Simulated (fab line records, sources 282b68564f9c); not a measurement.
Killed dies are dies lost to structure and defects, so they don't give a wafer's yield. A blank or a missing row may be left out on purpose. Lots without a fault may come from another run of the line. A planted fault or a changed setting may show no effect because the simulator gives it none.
A struck lot beside a sound one | flow rit_cmos | 15 steps out of a route of 202
Sound: wafers L567.3, L567.4, L567.5. Struck: wafers L578.2, L578.4, L578.6. The cause comes at the end.
At each step with rows: each side's tool, then ch and its chambers, then its first start. Under that, the readings that differ: sound wafers | struck wafers | difference of the means | sigmas: that difference in standard deviations of wafers without a fault.
alike: readings whose means differ by less than 2 such deviations, and words and numbers that are the same on both sides. not compared: withheld readings, readings that some wafer has no value for, bounds like >300 that may hide the same value, and numbers for which the record gives no deviation and whose values overlap.
The two part at a step that has a row with sigmas, a row that says differs or no value, or rows on one side only. Numbers that don't overlap but have no deviation are shown without sigmas and don't part them. A reading that every wafer of one side lacks parts them only if that side has two wafers or more.

RIT_CONTACT_CVD_00: deposits SiO2 from TEOS, target thk 400 nm, time 61 s.
  sound on pecvd-04 ch 1,2, day 3 08:20; struck on pecvd-02 ch 0,1,2, day 5 17:55
  alike: heater_power_w
RIT_CONTACT_THK_MEAS_01:
  sound on film_metro-01, day 3 08:24; struck on film_metro-01, day 5 17:59
  alike: CONTACT_TEOS_THK
then, 6 steps without rows for these wafers: RIT_CONTACT_HMDS_02 (prime time 60 s); RIT_CONTACT_COAT_03 (resist thk 1000 nm); RIT_CONTACT_SOFTBAKE_04 (time 60 s); RIT_CONTACT_EXPOSE_05 (exposes mask M11, target cd 1000 nm); RIT_CONTACT_PEB_06; RIT_CONTACT_DEVELOP_07 (develop time 120 s).
RIT_CONTACT_CD_MEAS_08: target cd 1000 nm.
  sound on cd_sem-01, day 3 09:55; struck on cd_sem-01, day 5 19:04
  alike: cd_nm
RIT_CONTACT_OVL_MEAS_09:
  sound on overlay-02, day 3 10:00; struck on overlay-02, day 5 19:10
  reading          | sound         | struck         | difference | sigmas
  CONTACT_OVL (nm) | -0.8 -0.6 0.0 | -5.1 -3.6 -5.0 | -4.1       | -2
then, 1 step without rows for these wafers: RIT_CONTACT_HARDBAKE_10 (time 60 s).
RIT_CONTACT_ETCH_11: etches SiO2 in CHF3/CF4/Ar, stops on TiSi2, target depth 480 nm, time 320 s.
  sound on rie_diel-04 ch 0,1, day 3 10:11; struck on rie_diel-01 ch 0,3, day 5 19:23
  alike: drypump_motor_current_A, mfc_ar_sccm, oes_product_au, throttle_valve_pct
  not compared: rf_hours_counter_h
RIT_CONTACT_STRIP_12: strips in O2, time 180 s.
  sound on plasma_asher-01 ch 0,1, day 3 10:26; struck on plasma_asher-03 ch 0, day 5 19:35
  reading             | sound             | struck            | difference                    | sigmas
  rf_refl_power_W (W) | 5.4 6.3 5.5       | - - -             | no value on the struck wafers |
  run_length_s (s)    | 208.1 208.3 208.0 | 183.2 183.0 183.2 | -25.0                         | -60
  alike: drypump_motor_current_A
  not compared: rf_hours_counter_h
RIT_CONTACT_CD_MEAS_90: target cd 1000 nm.
  sound on cd_sem-02, day 3 10:35; struck on cd_sem-01, day 5 19:51
  alike: cd_nm
RIT_M1_PROBE_99:
  sound on prober-01, day 3 18:42; struck on prober-02, day 6 00:25
  reading                              | sound             | struck            | difference | sigmas
  killed_at_front_end                  | 5 4 4             | 13 15 9           | +8         | +3
  killed_dies                          | 5 4 4             | 13 15 9           | +8         | +3
  killed_open                          | 1 1 3             | 6 10 4            | +5         | +2
  model.etest.ppoly_line.width_nm (nm) | 101.7 101.2 101.8 | 103.2 103.1 104   | +1.9       |
  model.etest.npoly_line.width_nm (nm) | 100.7 100.8 101.6 | 102.5 102.1 103.5 | +1.7       |
  alike: killed_at_contacts, killed_short
  not compared: model.etest.npoly_line.line_ohm_um, model.etest.ppoly_line.line_ohm_um, model.etest.nmos_turned.drive_ua_um, model.etest.pmos_turned.drive_ua_um, model.etest.contact_pplus.end_ohm_um, model.etest.contact_nplus.end_ohm_um

WHERE THEY PART
First at RIT_CONTACT_OVL_MEAS_09; last, within this record, at RIT_M1_PROBE_99.

WHY: what the simulator had put in
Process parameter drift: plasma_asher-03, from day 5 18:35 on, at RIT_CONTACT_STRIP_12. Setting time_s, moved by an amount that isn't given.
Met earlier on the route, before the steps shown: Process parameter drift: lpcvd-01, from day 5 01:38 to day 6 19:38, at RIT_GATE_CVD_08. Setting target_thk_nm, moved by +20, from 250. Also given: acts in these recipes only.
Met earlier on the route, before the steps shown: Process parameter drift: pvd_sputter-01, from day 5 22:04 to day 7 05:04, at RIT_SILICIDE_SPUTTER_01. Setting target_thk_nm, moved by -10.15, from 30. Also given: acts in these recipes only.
